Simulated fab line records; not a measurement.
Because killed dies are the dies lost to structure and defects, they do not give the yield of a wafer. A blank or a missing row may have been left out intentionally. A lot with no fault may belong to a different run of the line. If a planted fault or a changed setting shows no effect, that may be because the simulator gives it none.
Which tool was responsible? || flow berkeley-cmos170 || 45 wafers sampled from 15 lots at 1 step of a route of 331

## WHAT THE GAUGES SHOWED, per wafer
Not one reading of a measure or inspect step in the record can be checked against a usual standard deviation.

## EACH LOT AND THE TOOL THAT RAN IT (in order: tool; ch and the chambers of the sampled wafers; start)
{"lot": "L304", "UCB170_M1_DEVELOP_08": "litho-track-03 ch 0, day 8 17:00"}
{"lot": "L306", "UCB170_M1_DEVELOP_08": "litho-track-01 ch 0, day 9 04:00"}
{"lot": "L303", "UCB170_M1_DEVELOP_08": "litho-track-02 ch 0, day 9 06:00"}
{"lot": "L305", "UCB170_M1_DEVELOP_08": "litho-track-03 ch 0, day 9 06:00"}
{"lot": "L310", "UCB170_M1_DEVELOP_08": "litho-track-02, day 9 19:00"}
{"lot": "L311", "UCB170_M1_DEVELOP_08": "litho-track-03, day 10 04:00"}
{"lot": "L312", "UCB170_M1_DEVELOP_08": "litho-track-01, day 10 05:00"}
{"lot": "L313", "UCB170_M1_DEVELOP_08": "litho-track-02 ch 0, day 10 17:00"}
{"lot": "L317", "UCB170_M1_DEVELOP_08": "litho-track-03 ch 0, day 11 15:00"}
{"lot": "L316", "UCB170_M1_DEVELOP_08": "litho-track-02 ch 0, day 11 16:00"}
{"lot": "L318", "UCB170_M1_DEVELOP_08": "litho-track-02 ch 0, day 12 09:00"}
{"lot": "L319", "UCB170_M1_DEVELOP_08": "litho-track-03 ch 0, day 12 09:00"}
{"lot": "L321", "UCB170_M1_DEVELOP_08": "litho-track-02 ch 0, day 12 11:00"}
{"lot": "L323", "UCB170_M1_DEVELOP_08": "litho-track-02 ch 0, day 13 16:00"}
{"lot": "L325", "UCB170_M1_DEVELOP_08": "litho-track-03 ch 0, day 14 11:00"}
- UCB170_M1_DEVELOP_08: develop time 45 s.

## AS READ BY THE TOOLS THEMSELVES (means over the sampled wafers that have a number; for cases with no such wafer, the mark the record gives instead)
UCB170_M1_DEVELOP_08.
{"lot": "L304", "tool": "litho-track-03", "chill-plate-temp-C (C)": 22.95, "resist-line-temp-C (C)": 23.08}
{"lot": "L306", "tool": "litho-track-01", "chill-plate-temp-C (C)": 23.13, "resist-line-temp-C (C)": 23.16}
{"lot": "L303", "tool": "litho-track-02", "chill-plate-temp-C (C)": 23.04, "resist-line-temp-C (C)": 23.08}
{"lot": "L305", "tool": "litho-track-03", "chill-plate-temp-C (C)": 22.96, "resist-line-temp-C (C)": 23.14}
{"lot": "L310", "tool": "litho-track-02", "chill-plate-temp-C (C)": "-", "resist-line-temp-C (C)": "-"}
{"lot": "L311", "tool": "litho-track-03", "chill-plate-temp-C (C)": "-", "resist-line-temp-C (C)": "-"}
{"lot": "L312", "tool": "litho-track-01", "chill-plate-temp-C (C)": "-", "resist-line-temp-C (C)": "-"}
{"lot": "L313", "tool": "litho-track-02", "chill-plate-temp-C (C)": 22.97, "resist-line-temp-C (C)": 22.87}
{"lot": "L317", "tool": "litho-track-03", "chill-plate-temp-C (C)": 23.13, "resist-line-temp-C (C)": 23.11}
{"lot": "L316", "tool": "litho-track-02", "chill-plate-temp-C (C)": 22.98, "resist-line-temp-C (C)": 23.10}
{"lot": "L318", "tool": "litho-track-02", "chill-plate-temp-C (C)": 23.02, "resist-line-temp-C (C)": 23.02}
{"lot": "L319", "tool": "litho-track-03", "chill-plate-temp-C (C)": 23.09, "resist-line-temp-C (C)": 22.90}
{"lot": "L321", "tool": "litho-track-02", "chill-plate-temp-C (C)": 22.94, "resist-line-temp-C (C)": 22.94}
{"lot": "L323", "tool": "litho-track-02", "chill-plate-temp-C (C)": 23.00, "resist-line-temp-C (C)": 23.10}
{"lot": "L325", "tool": "litho-track-03", "chill-plate-temp-C (C)": 22.99, "resist-line-temp-C (C)": 22.88}

## THE ANSWER, worked out from the rows above alone
Rule: the lots themselves supply what counts as usual. Put in order of their means at a reading, lots are off if they are a third of the lots or fewer, leave a main group of 4 or more, and stand apart from it by a gap of 3 or more times the standard deviation of the main group's means; of several such gaps the widest counts. The tables above print the reading to a certain number of digits; a main group whose means all agree to those digits is not used. A lot without any number at a reading at which 4 lots or more have one is off too. Where the step has rows for the other lots, those lots are counted as sound. The gauges are gone through in route order, then the tools' own readings, and for those a lot's mean is taken as printed above. The first step at which some lot is off is used, and at that step the reading that is off furthest; a lot without a number counts as furthest.
Off: L310, L311, L312 (UCB170_M1_DEVELOP_08, chill-plate-temp-C). Without a number there: L310, L311, L312. Main group: mean 23.02 C, sd 0.064.
A tool fits if, at that step or a process step before it, it ran every lot that is off, and no sound lot after the first of them. None of those tried fits.

## WHAT THE SIMULATOR HAD PUT IN
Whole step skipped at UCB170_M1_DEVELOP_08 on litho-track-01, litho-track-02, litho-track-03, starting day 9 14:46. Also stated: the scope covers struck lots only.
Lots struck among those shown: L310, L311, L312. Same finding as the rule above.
